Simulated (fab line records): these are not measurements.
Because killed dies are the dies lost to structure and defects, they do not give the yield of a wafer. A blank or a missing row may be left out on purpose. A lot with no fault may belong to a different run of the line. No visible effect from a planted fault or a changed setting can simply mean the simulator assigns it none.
8D (eight disciplines) problem report, filled in by code | flow rit-cmos | the parts of the form that need people (team, actions taken, sign-off) are left out

== 1. WHAT WENT WRONG ==
PRETRO_OVL at RIT_PRETRO_OVL_MEAS_06 reads a mean of 3396.8 nm on 12 wafers of 4 lots; wafers without a fault read 0.6 nm with a standard deviation of 1.5. So: +99 or more standard deviations from the usual mean.
First seen on wafer L118.2, day 5 04:40, on overlay-02. The record has a number at this step for 48 wafers belonging to 16 lots. By rule, "out" or "out of limits" means more than 4 standard deviations away from the usual mean. All remaining wafers that have a number are taken as sound.

== 2. WHAT IT IS AND WHAT IT IS NOT ==
question                    | is                     | is not
which readings at this step | PRETRO_OVL             | -
which lots                  | L118, L121, L122, L124 | L104, L106, L107, L108, L109, L110, L111, L113, L114, L115, L125, L127
which wafers of those lots  | all that have a number | -
read on which gauges        | overlay-02             | overlay-01
when                        | from day 5 04:40       | up to then (30 sound wafers); but 6 sound wafers of L125, L127 came after

== 3. WHAT RULES OUT EACH SUSPECT ==
Counting: a tool at a process step up to the reading stays a suspect if it ran every lot that is out and no sound lot after the first of them.
- ruled out: the gauge at RIT_PRETRO_OVL_MEAS_06. All the wafers that are out were read on overlay-02, but those of them that RIT_M1_PROBE_99 has rows for are out there too, on other tools.
- iline-stepper-02 at RIT_PRETRO_EXPOSE_03 (exposes mask M5, target cd 43700 nm): kept. It ran every lot that is out, first L118 (day 5 04:16), and no sound lot after that; its last sound lot up to then is L114 (day 4 08:37).
After counting, what remains is iline-stepper-02 at RIT_PRETRO_EXPOSE_03.

== 4. THE CAUSE (what the simulator had put in) ==
Scanner matching overlay: iline-stepper-02, from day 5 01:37 on, at RIT_PRETRO_EXPOSE_03. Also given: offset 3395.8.
This tool alone remained once counting was done.

== 5. THE EFFECT CHAIN, in route order ==
Each row: a reading whose mean over the struck wafers that have a number lies more than 3 standard deviations from the usual. Readings are gone through only where the record gives a usual standard deviation; hours: the median, over the lots, of the time from a lot's start at the first step in this table giving one to that lot's start at this step; sigmas: the change measured in usual standard deviations.
hours | step                   | reading             | usual  | on struck wafers | change  | sigmas
0     | RIT_PRETRO_OVL_MEAS_06 | PRETRO_OVL          | 0.6 nm | 3396.8           | +3396.2 | +99 or more
26    | RIT_M1_PROBE_99        | killed-at-front-end | 7      | 264              | +257    | +80
26    | RIT_M1_PROBE_99        | killed-dies         | 7      | 264              | +257    | +80
26    | RIT_M1_PROBE_99        | killed-on-rim       | 1.7    | 70.0             | +68.3   | +53
It contains these process steps:
- RIT_M1_PROBE_99

== 6. WHAT WOULD HAVE CAUGHT IT SOONER ==
3 hours passed between the start of the fault at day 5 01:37 and the first reading out of limits at a measuring or inspecting step in this record, taken at day 5 04:40.
No tool reading at RIT_PRETRO_EXPOSE_03 that has a usual standard deviation in the record was out on any struck wafer, so an alarm limit of 4 standard deviations on those readings would not have fired.
Of the lots that are out (4), L121, L122, L124 began RIT_PRETRO_EXPOSE_03 on iline-stepper-02 after day 5 04:40. A hold on the tool at that time would have spared those 3.
